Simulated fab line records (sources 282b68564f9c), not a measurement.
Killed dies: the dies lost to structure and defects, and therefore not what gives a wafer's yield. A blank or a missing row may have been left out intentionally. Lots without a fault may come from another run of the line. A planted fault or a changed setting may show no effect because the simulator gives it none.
Which tool did it? :: flow rit_cmos :: 12 lots, 36 wafers sampled, at 2 steps of a route of 202

== WHAT THE GAUGES READ, wafer by wafer ==
RIT_ACTIVE_CD_MEAS_11: the cd target is 1400 nm.
lot: L264
measured: day 1 14:37
on: cd_sem-02
cd_nm (nm): 1406.2 1404.7 1404.1

lot: L265
measured: day 1 20:51
on: cd_sem-01
cd_nm (nm): 1395.8 1394.0 1395.1

lot: L266
measured: day 2 03:19
on: cd_sem-02
cd_nm (nm): 1401.9 1403.5 1402.7

lot: L267
measured: day 2 06:31
on: cd_sem-02
cd_nm (nm): 1399.6 1398.5 1399.8

lot: L271
measured: day 3 01:26
on: cd_sem-02
cd_nm (nm): 1333.5 1330.4 1331.0

lot: L279
measured: day 4 17:29
on: cd_sem-02
cd_nm (nm): 1337.9 1338.2 1337.4

lot: L280
measured: day 4 22:36
on: cd_sem-02
cd_nm (nm): 1399.6 1396.6 1398.6

lot: L281
measured: day 5 03:43
on: cd_sem-02
cd_nm (nm): 1402.8 1402.9 1405.0

lot: L283
measured: day 5 13:26
on: cd_sem-02
cd_nm (nm): 1399.0 1398.4 1396.8

lot: L285
measured: day 5 23:26
on: cd_sem-02
cd_nm (nm): 1400.8 1399.3 1400.5

lot: L286
measured: day 6 04:31
on: cd_sem-02
cd_nm (nm): 1398.0 1397.4 1399.9

lot: L287
measured: day 6 09:26
on: cd_sem-02
cd_nm (nm): 1401.4 1399.8 1400.8

== WHICH TOOL RAN EACH LOT (tool, then ch and the chambers of the sampled wafers, then the start) ==
lot: L264
RIT_ACTIVE_COAT_06: litho_track-03 ch 0, day 1 13:47

lot: L265
RIT_ACTIVE_COAT_06: litho_track-02 ch 0, day 1 20:09

lot: L266
RIT_ACTIVE_COAT_06: litho_track-03 ch 0, day 2 02:38

lot: L267
RIT_ACTIVE_COAT_06: litho_track-02 ch 0, day 2 05:49

lot: L271
RIT_ACTIVE_COAT_06: litho_track-04 ch 0, day 3 00:44

lot: L279
RIT_ACTIVE_COAT_06: litho_track-04 ch 0, day 4 16:47

lot: L280
RIT_ACTIVE_COAT_06: litho_track-02 ch 0, day 4 21:47

lot: L281
RIT_ACTIVE_COAT_06: litho_track-03 ch 0, day 5 02:47

lot: L283
RIT_ACTIVE_COAT_06: litho_track-03 ch 0, day 5 12:44

lot: L285
RIT_ACTIVE_COAT_06: litho_track-02 ch 0, day 5 22:44

lot: L286
RIT_ACTIVE_COAT_06: litho_track-02 ch 0, day 6 03:44

lot: L287
RIT_ACTIVE_COAT_06: litho_track-03 ch 0, day 6 08:44
- RIT_ACTIVE_COAT_06: resist thk 1000 nm.

== AS READ BY THE TOOLS THEMSELVES (means over the sampled wafers that have a number; for cases with no such wafer, the mark the record gives instead) ==
The record holds no such reading with a usual standard deviation.

== THE ANSWER, worked out from the rows above alone ==
Rule: what is usual is taken from the lots themselves. The widest of any qualifying gaps counts: lots, ordered by their means at a reading, are off when they make up no more than a third of the lots, leave a main group of 4 or more, and stand apart from it by 3 or more times the standard deviation of that group's means. Not used: any main group whose means are identical at the precision the tables above print for the reading. A lot without any number at a reading at which 4 lots or more have one is off too. The other lots that the step has rows for count as sound. Order of review: gauges by route order, followed by the tools' own readings, for which a lot's mean as printed above is used. The first step at which some lot is off is used, and at that step the reading that is off furthest; a lot without a number counts as furthest.
Off: L271, L279, at RIT_ACTIVE_CD_MEAS_11 (cd_nm). The main group: mean 1400.1 nm, standard deviation 2.8.
A tool fits if, at a process step before that reading, it ran every lot that is off, and no sound lot after the first of them. Those tools and the gauges at RIT_ACTIVE_CD_MEAS_11 are tried in the same way. One fits: RIT_ACTIVE_COAT_06 on litho_track-04. It ran no sound lot before its first lot that is off in this sample, so the start can't be narrowed down.

== WHAT THE SIMULATOR HAD PUT IN ==
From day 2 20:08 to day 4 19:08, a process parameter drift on litho_track-04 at RIT_ACTIVE_COAT_06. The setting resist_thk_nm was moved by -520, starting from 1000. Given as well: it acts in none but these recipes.
Lots struck among those shown: L271, L279. The rule given above showed the same thing.
